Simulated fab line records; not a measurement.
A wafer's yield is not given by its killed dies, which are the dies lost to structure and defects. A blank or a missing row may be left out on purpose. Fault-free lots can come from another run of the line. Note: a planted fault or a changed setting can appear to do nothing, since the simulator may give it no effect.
The tool behind it: which one? | flow berkeley_cmos170 | 15 lots, 45 wafers sampled, at 6 steps of a route of 331

WHAT THE GAUGES READ, wafer by wafer
UCB170_ACTIVE_CD_MEAS_90: target cd 1200 nm. Usual: cd_nm at 1199.9 nm, with a standard deviation of 1.3.
lot  | measured     | on        | cd_nm (nm)           | flag
L306 | day 5 18:44  | cd_sem-01 | 1200.2 1199.8 1199.2 |
L307 | day 6 02:22  | cd_sem-01 | 1202.1 1201.8 1200.9 |
L308 | day 6 02:37  | cd_sem-01 | - - -                | OFF
L309 | day 6 14:02  | cd_sem-01 | - - -                | OFF
L313 | day 7 02:39  | cd_sem-01 | 1199.1 1200.5 1199.7 |
L311 | day 7 02:37  | cd_sem-02 | - - -                | OFF
L319 | day 8 00:41  | cd_sem-01 | 1200.6 1198.9 1199.0 |
L320 | day 8 00:58  | cd_sem-01 | 1203.1 1202.3 1200.6 |
L321 | day 8 01:19  | cd_sem-02 | 1199.4 1199.8 1198.8 |
L322 | day 8 15:27  | cd_sem-02 | 1199.5 1199.3 1199.2 |
L323 | day 8 15:43  | cd_sem-02 | 1199.3 1198.9 1200.0 |
L324 | day 8 15:53  | cd_sem-02 | 1201.5 1202.4 1202.3 |
L326 | day 9 02:49  | cd_sem-02 | 1199.0 1198.8 1198.8 |
L327 | day 9 15:19  | cd_sem-02 | 1202.2 1201.1 1200.5 |
L329 | day 10 05:05 | cd_sem-01 | 1201.4 1200.5 1200.8 |

UCB170_V2_THK_MEAS_01. Usual: V2_TEOS_THK typically reads 2000 nm, with standard deviation 27.
lot  | measured     | on            | V2_TEOS_THK (nm) | flag
L306 | day 9 11:33  | film_metro-02 | 1968 2052 2028   |
L307 | day 9 18:21  | film_metro-04 | 1987 1963 1984   |
L313 | day 11 15:14 | film_metro-02 | 1976 2011 2022   |
L319 | day 12 14:49 | film_metro-02 | 2001 2012 1971   |
L320 | day 12 20:46 | film_metro-03 | 1978 1983 1988   |
L321 | day 12 13:56 | film_metro-02 | 1981 1999 2034   |
L322 | day 13 00:46 | film_metro-04 | 2026 2019 1998   |
L323 | day 12 22:33 | film_metro-03 | 2009 1990 2048   |
L324 | day 12 23:59 | film_metro-02 | 1968 1975 1974   |
L326 | day 13 03:01 | film_metro-02 | 1980 1995 2036   |
L327 | day 13 20:29 | film_metro-03 | 1988 1963 2009   |
L329 | day 14 05:39 | film_metro-04 | 1971 1978 2029   |

WHAT TOOL EACH LOT RAN ON (gives the tool, then ch and the chambers of the sampled wafers, and finally the start)
lot  | UCB170_NWELL_ETCH_13              | UCB170_ACTIVE_ETCH_15              | UCB170_ACTIVE_STRIP_16               | UCB170_PFIELD_STRIP_08
L306 | rie_diel-01 ch 1,2, day 2 06:16   | rie_diel-04 ch 1,3, day 5 18:28    | plasma_asher-02 ch 1, day 5 18:34    | plasma_asher-01 ch 1, day 5 21:44
L307 | rie_diel-01 ch 1,2,3, day 2 19:27 | rie_diel-03 ch 0,1,2, day 6 02:10  | plasma_asher-02 ch 0,1, day 6 02:16  | plasma_asher-01 ch 0,1, day 6 06:30
L308 | rie_diel-03 ch 0,2,3, day 2 20:02 | rie_diel-04 ch 1,2,3, day 6 02:23  | plasma_asher-01 ch 0,1, day 6 02:29  | -
L309 | rie_diel-02 ch 0,1, day 3 23:38   | rie_diel-03 ch 2,3, day 6 13:47    | plasma_asher-04 ch 0,1, day 6 13:53  | -
L313 | rie_diel-02 ch 0,1, day 4 07:19   | rie_diel-03 ch 1,3, day 7 02:23    | plasma_asher-01 ch 0,1, day 7 02:31  | plasma_asher-01 ch 0,1, day 7 04:43
L311 | rie_diel-01 ch 0,2,3, day 4 07:34 | rie_diel-04 ch 0,1, day 7 02:22    | plasma_asher-02 ch 0,1, day 7 02:30  | -
L319 | rie_diel-01 ch 1,3, day 5 16:59   | rie_diel-04 ch 0,3, day 8 00:29    | plasma_asher-04 ch 1, day 8 00:35    | plasma_asher-01 ch 0,1, day 8 03:59
L320 | rie_diel-01 ch 0,1,3, day 5 23:52 | rie_diel-01 ch 0,1,3, day 8 00:44  | plasma_asher-04 ch 0,1, day 8 00:52  | plasma_asher-03 ch 0,1, day 8 04:17
L321 | rie_diel-02 ch 1,2, day 6 00:19   | rie_diel-04 ch 1,3, day 8 01:05    | plasma_asher-01 ch 0,1, day 8 01:11  | plasma_asher-04 ch 0,1, day 8 04:20
L322 | rie_diel-02 ch 2,3, day 6 07:49   | rie_diel-03 ch 0,1,2, day 8 15:14  | plasma_asher-01 ch 0,1, day 8 15:20  | plasma_asher-01 ch 0,1, day 8 17:25
L323 | rie_diel-03 ch 0,1,2, day 6 07:49 | rie_diel-04 ch 1,2,3, day 8 15:28  | plasma_asher-04 ch 0,1, day 8 15:36  | plasma_asher-03 ch 0,1, day 8 17:37
L324 | rie_diel-01 ch 0,1,3, day 6 07:52 | rie_diel-03 ch 1,3, day 8 15:40    | plasma_asher-01 ch 0,1, day 8 15:46  | plasma_asher-01 ch 0,1, day 8 17:58
L326 | rie_diel-01 ch 0,1, day 6 13:40   | rie_diel-01 ch 0,2,3, day 9 02:35  | plasma_asher-02 ch 0,1, day 9 02:41  | plasma_asher-03 ch 0,1, day 9 04:20
L327 | rie_diel-02 ch 0,1,2, day 7 03:16 | rie_diel-03 ch 0,3, day 9 15:07    | plasma_asher-02 ch 0,1, day 9 15:13  | plasma_asher-04 ch 0,1, day 9 16:49
L329 | rie_diel-02 ch 0,1,2, day 7 11:37 | rie_diel-04 ch 0,1,2, day 10 04:53 | plasma_asher-01 ch 0,1, day 10 04:59 | plasma_asher-04 ch 0,1, day 10 06:32
- UCB170_NWELL_ETCH_13: etches Si3N4 in CH3F/Ar/O2, stops on SiO2, target depth 246.4 nm, time 154 s.
- UCB170_ACTIVE_ETCH_15: etches Si3N4 in CH3F/Ar/O2, stops on SiO2, target depth 242 nm, time 151 s.
- UCB170_ACTIVE_STRIP_16: strips in O2.
- UCB170_PFIELD_STRIP_08: strips in O2.

AS READ BY THE TOOLS THEMSELVES (means over the sampled wafers that have a number; for cases with no such wafer, the mark the record gives instead)
UCB170_NWELL_ETCH_13. Usual: CH3F_flow_sccm 20.00 sccm, standard deviation 0.065; O2_flow_sccm 7.001 sccm, standard deviation 0.019; drypump_motor_current_A 5.75 A, standard deviation 0.23; oes_product_au 0.934 a.u., standard deviation 0.016; throttle_valve_pct 8.06 %, standard deviation 0.14.
lot  | tool        | CH3F_flow_sccm (sccm) | O2_flow_sccm (sccm) | drypump_motor_current_A (A) | oes_product_au (a.u.) | throttle_valve_pct (%) | flag
L306 | rie_diel-01 | 20.02                 | 7.014               | 5.76                        | 0.952                 | 8.11                   |
L307 | rie_diel-01 | 19.94                 | 7.002               | 5.72                        | 0.938                 | 8.11                   |
L308 | rie_diel-03 | 20.00                 | 6.986               | 5.64                        | 0.924                 | 8.13                   |
L309 | rie_diel-02 | 19.96                 | 7.014               | 5.62                        | 0.936                 | 8.08                   |
L313 | rie_diel-02 | 20.01                 | 7.006               | 5.59                        | 0.927                 | 8.12                   |
L311 | rie_diel-01 | 20.04                 | 6.979               | 5.79                        | 0.922                 | 7.99                   |
L319 | rie_diel-01 | 20.01                 | 6.990               | 5.87                        | 0.933                 | 8.14                   |
L320 | rie_diel-01 | 19.96                 | 6.979               | 5.92                        | 0.926                 | 8.02                   |
L321 | rie_diel-02 | 19.96                 | 7.004               | 5.69                        | 0.928                 | 8.07                   |
L322 | rie_diel-02 | 19.94                 | 7.009               | 5.66                        | 0.945                 | 8.08                   |
L323 | rie_diel-03 | 20.03                 | 6.987               | 5.89                        | 0.936                 | 8.06                   |
L324 | rie_diel-01 | 19.98                 | 7.002               | 5.94                        | 0.926                 | 8.01                   |
L326 | rie_diel-01 | 20.02                 | 7.003               | 6.02                        | 0.926                 | 7.90                   |
L327 | rie_diel-02 | 20.03                 | 6.985               | 5.70                        | 0.937                 | 8.04                   |
L329 | rie_diel-02 | 19.99                 | 6.985               | 5.71                        | 0.928                 | 8.04                   |

UCB170_ACTIVE_ETCH_15. Usual: CH3F_flow_sccm 20.00 sccm, standard deviation 0.053; O2_flow_sccm 6.999 sccm, standard deviation 0.022; drypump_motor_current_A 5.7 A, standard deviation 0.47; oes_product_au 0.934 a.u., standard deviation 0.012; throttle_valve_pct 8.05 %, standard deviation 0.14.
lot  | tool        | CH3F_flow_sccm (sccm) | O2_flow_sccm (sccm) | drypump_motor_current_A (A) | oes_product_au (a.u.) | throttle_valve_pct (%) | flag
L306 | rie_diel-04 | 20.00                 | 6.975               | 6.0                         | 0.950                 | 8.02                   |
L307 | rie_diel-03 | 19.98                 | 7.006               | 5.9                         | 0.928                 | 8.05                   |
L308 | rie_diel-04 | -                     | -                   | -                           | -                     | -                      | OFF
L309 | rie_diel-03 | -                     | -                   | -                           | -                     | -                      | OFF
L313 | rie_diel-03 | 20.01                 | 6.978               | 6.0                         | 0.926                 | 7.91                   |
L311 | rie_diel-04 | -                     | -                   | -                           | -                     | -                      | OFF
L319 | rie_diel-04 | 20.01                 | 7.021               | 5.7                         | 0.948                 | 8.00                   |
L320 | rie_diel-01 | 19.94                 | 6.992               | 5.9                         | 0.928                 | 8.02                   |
L321 | rie_diel-04 | 20.04                 | 6.992               | 5.6                         | 0.952                 | 8.06                   |
L322 | rie_diel-03 | 20.00                 | 6.986               | 5.9                         | 0.926                 | 8.04                   |
L323 | rie_diel-04 | 20.01                 | 7.001               | 5.5                         | 0.939                 | 8.10                   |
L324 | rie_diel-03 | 19.97                 | 6.999               | 5.7                         | 0.925                 | 7.98                   |
L326 | rie_diel-01 | 19.97                 | 7.017               | 5.8                         | 0.921                 | 7.99                   |
L327 | rie_diel-03 | 20.01                 | 6.974               | 5.8                         | 0.935                 | 8.07                   |
L329 | rie_diel-04 | 20.02                 | 7.003               | 5.1                         | 0.951                 | 8.12                   |

UCB170_ACTIVE_STRIP_16. Usual: drypump_motor_current_A 6.0 A, standard deviation 0.54; oes_product_au 0.720 a.u., standard deviation 0.0043; strip_time_to_endpoint_s 18.10 s, standard deviation 0.1.
lot  | tool            | drypump_motor_current_A (A) | oes_product_au (a.u.) | strip_time_to_endpoint_s (s) | flag
L306 | plasma_asher-02 | 5.3                         | 0.722                 | 18.19                        |
L307 | plasma_asher-02 | 6.2                         | 0.713                 | 18.16                        |
L308 | plasma_asher-01 | 6.2                         | 0.736                 | 21.65                        | OFF
L309 | plasma_asher-04 | 5.7                         | 0.736                 | 21.66                        | OFF
L313 | plasma_asher-01 | 6.2                         | 0.720                 | 18.02                        |
L311 | plasma_asher-02 | 6.2                         | 0.733                 | 21.68                        | OFF
L319 | plasma_asher-04 | 5.3                         | 0.721                 | 18.04                        |
L320 | plasma_asher-04 | 6.2                         | 0.721                 | 17.95                        |
L321 | plasma_asher-01 | 6.2                         | 0.719                 | 18.03                        |
L322 | plasma_asher-01 | 6.1                         | 0.720                 | 18.22                        |
L323 | plasma_asher-04 | 6.2                         | 0.721                 | 18.00                        |
L324 | plasma_asher-01 | 6.2                         | 0.724                 | 18.11                        |
L326 | plasma_asher-02 | 6.2                         | 0.720                 | 18.06                        |
L327 | plasma_asher-02 | 5.7                         | 0.719                 | 18.07                        |
L329 | plasma_asher-01 | 6.2                         | 0.717                 | 18.08                        |

UCB170_PFIELD_STRIP_08. Usual: drypump_motor_current_A 6.2 A, standard deviation 0.48; oes_product_au 0.734 a.u., standard deviation 0.0047; strip_time_to_endpoint_s 21.62 s, standard deviation 0.062.
lot  | tool            | drypump_motor_current_A (A) | oes_product_au (a.u.) | strip_time_to_endpoint_s (s) | flag
L306 | plasma_asher-01 | 6.3                         | 0.732                 | 21.59                        |
L307 | plasma_asher-01 | 6.1                         | 0.730                 | 21.60                        |
L313 | plasma_asher-01 | 6.1                         | 0.738                 | 21.65                        |
L319 | plasma_asher-01 | 6.1                         | 0.733                 | 21.60                        |
L320 | plasma_asher-03 | 6.5                         | 0.737                 | 21.57                        |
L321 | plasma_asher-04 | 6.2                         | 0.734                 | 21.60                        |
L322 | plasma_asher-01 | 6.1                         | 0.732                 | 21.64                        |
L323 | plasma_asher-03 | 6.3                         | 0.741                 | 21.53                        |
L324 | plasma_asher-01 | 6.1                         | 0.738                 | 21.59                        |
L326 | plasma_asher-03 | 6.5                         | 0.736                 | 21.58                        |
L327 | plasma_asher-04 | 5.8                         | 0.736                 | 21.60                        |
L329 | plasma_asher-04 | 6.2                         | 0.733                 | 21.62                        |

THE ANSWER, worked out from the rows above alone
Rule: a lot is off if the mean of its wafers that have a number lies more than 3 standard deviations from the usual mean. Also off: a lot with no number at a reading for which 4 or more lots have one. The other lots that the step has rows for count as sound. After the gauges, taken in route order, come the tools' own readings; for these a lot's mean is taken, as printed above. At the first step where some lot is off, the reading lying furthest off is the one used; lots without a number count as furthest.
Off at UCB170_ACTIVE_CD_MEAS_90 (cd_nm): L308, L309, L311. Without a number there: L308, L309, L311.
A tool fits if, at a process step before that reading, it ran every lot that is off, and no sound lot after the first of them. Not tried: the gauges at UCB170_ACTIVE_CD_MEAS_90; whatever is off there is also off at UCB170_ACTIVE_ETCH_15, on other tools, and gauge error can't account for it. None of those tried fits.

WHAT HAD BEEN PUT IN BY THE SIMULATOR
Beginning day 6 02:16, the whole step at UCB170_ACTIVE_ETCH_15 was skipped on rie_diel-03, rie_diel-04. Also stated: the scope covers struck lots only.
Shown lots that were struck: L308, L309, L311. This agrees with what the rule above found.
